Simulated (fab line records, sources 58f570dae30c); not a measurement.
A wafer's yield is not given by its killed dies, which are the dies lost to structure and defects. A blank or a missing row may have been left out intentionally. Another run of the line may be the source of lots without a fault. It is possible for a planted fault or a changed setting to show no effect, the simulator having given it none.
Which tool is to blame? ; flow berkeley cmos170 ; 14 lots, 42 wafers sampled, at 3 steps of a route of 331

== WHAT THE GAUGES READ, wafer by wafer ==
UCB170_M2_RS_MEAS_02: measurement is done with a four-point probe. Usual: M2_AL_RS gives 0.03223 ohm/sq (standard deviation 0.00025).
lot;measured;on;M2_AL_RS (ohm/sq);flag
L912;day 7 18:16;film metro-03;0.03219 0.03219 0.032;
L914;day 7 23:44;film metro-03;0.03183 0.03192 0.03243;
L917;day 8 05:58;film metro-04;0.0325 0.03204 0.03205;
L918;day 8 18:57;film metro-03;0.03216 0.03241 0.032;
L919;day 8 20:05;film metro-02;0.03209 0.03242 0.03204;
L920;day 8 21:20;film metro-03;0.03218 0.0323 0.03232;
L921;day 9 07:16;film metro-03;0.03185 0.03222 0.03184;
L922;day 9 12:31;film metro-02;0.03241 0.03227 0.03202;
L923;day 9 12:38;film metro-04;0.03229 0.03243 0.03244;
L927;day 10 15:24;film metro-04;0.03254 0.03251 0.03213;
L926;day 10 15:54;film metro-04;0.03573 0.03559 0.03581;OFF
L931;day 11 02:57;film metro-03;0.03573 0.03591 0.03567;OFF
L930;day 11 03:26;film metro-04;0.0321 0.03231 0.03224;
L934;day 12 05:44;film metro-02;0.03187 0.03196 0.03203;

UCB170_M2_THK_MEAS_03: measures by xrf. Usual: M2_AL_THK gives 891 nm (standard deviation 9.4).
lot;measured;on;M2_AL_THK (nm);flag
L912;day 7 18:22;film metro-03;888 884 890;
L914;day 7 23:52;film metro-03;895 894 886;
L917;day 8 06:05;film metro-04;883 902 908;
L918;day 8 19:03;film metro-03;886 876 888;
L919;day 8 20:12;film metro-02;904 886 894;
L920;day 8 21:27;film metro-03;881 885 878;
L921;day 9 07:23;film metro-03;899 891 895;
L922;day 9 12:38;film metro-02;887 888 898;
L923;day 9 12:45;film metro-04;896 895 891;
L927;day 10 15:31;film metro-04;888 891 908;
L926;day 10 16:01;film metro-04;814 815 808;OFF
L931;day 11 03:04;film metro-03;806 800 805;OFF
L930;day 11 03:34;film metro-04;892 889 892;
L934;day 12 05:51;film metro-02;901 893 901;

== WHICH TOOL RAN EACH LOT (tool, then ch and the chambers of the sampled wafers, then the start) ==
lot;UCB170_M2_SPUTTER_01
L912;pvd sputter-04, day 7 18:08
L914;pvd sputter-03, day 7 23:39
L917;pvd sputter-02, day 8 05:52
L918;pvd sputter-03, day 8 18:50
L919;pvd sputter-04, day 8 20:00
L920;pvd sputter-02, day 8 21:15
L921;pvd sputter-04, day 9 07:10
L922;pvd sputter-02, day 9 12:25
L923;pvd sputter-03, day 9 12:32
L927;pvd sputter-02, day 10 15:19
L926;pvd sputter-03, day 10 15:48
L931;pvd sputter-03, day 11 02:52
L930;pvd sputter-02, day 11 03:21
L934;pvd sputter-02, day 12 05:38
- UCB170_M2_SPUTTER_01: material Al, target thk 900 nm, time 120 s.

== AS READ BY THE TOOLS THEMSELVES (means over the sampled wafers that have a number; for cases with no such wafer, the mark the record gives instead) ==
UCB170_M2_SPUTTER_01. Usual: throttle valve pct reads 30.6 % (standard deviation 1).
lot;tool;throttle valve pct (%);flag
L912;pvd sputter-04;30.3;
L914;pvd sputter-03;29.8;
L917;pvd sputter-02;30.0;
L918;pvd sputter-03;31.6;
L919;pvd sputter-04;30.0;
L920;pvd sputter-02;30.6;
L921;pvd sputter-04;30.2;
L922;pvd sputter-02;30.6;
L923;pvd sputter-03;31.7;
L927;pvd sputter-02;30.5;
L926;pvd sputter-03;31.4;
L931;pvd sputter-03;32.0;
L930;pvd sputter-02;30.6;
L934;pvd sputter-02;30.6;

== THE ANSWER, worked out from the rows above alone ==
Rule: a lot is off if the mean of its wafers that have a number lies more than 3 standard deviations from the usual mean. Also off: a lot with no number at a reading for which 4 or more lots have one. The other lots that the step has rows for count as sound. Order of review: gauges by route order, followed by the tools' own readings, for which a lot's mean as printed above is used. The first step at which some lot is off is used, and at that step the reading that is off furthest; a lot without a number counts as furthest.
Off: at UCB170_M2_RS_MEAS_02 (M2_AL_RS), L926, L931.
A tool fits if, at a process step before that reading, it ran every lot that is off, and no sound lot after the first of them. Gauges at UCB170_M2_RS_MEAS_02: tried the same way as those tools. One candidate fits, namely pvd sputter-03 at UCB170_M2_SPUTTER_01. A fault onset in the window from L923 (day 9 12:32, its last sound lot) to L926 (day 10 15:48, its first lot off) fits.

== WHAT WAS PUT IN BY THE SIMULATOR ==
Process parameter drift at UCB170_M2_SPUTTER_01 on pvd sputter-03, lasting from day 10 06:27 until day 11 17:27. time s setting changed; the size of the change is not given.
Lots struck among those shown: L926, L931. Same finding as the rule above.
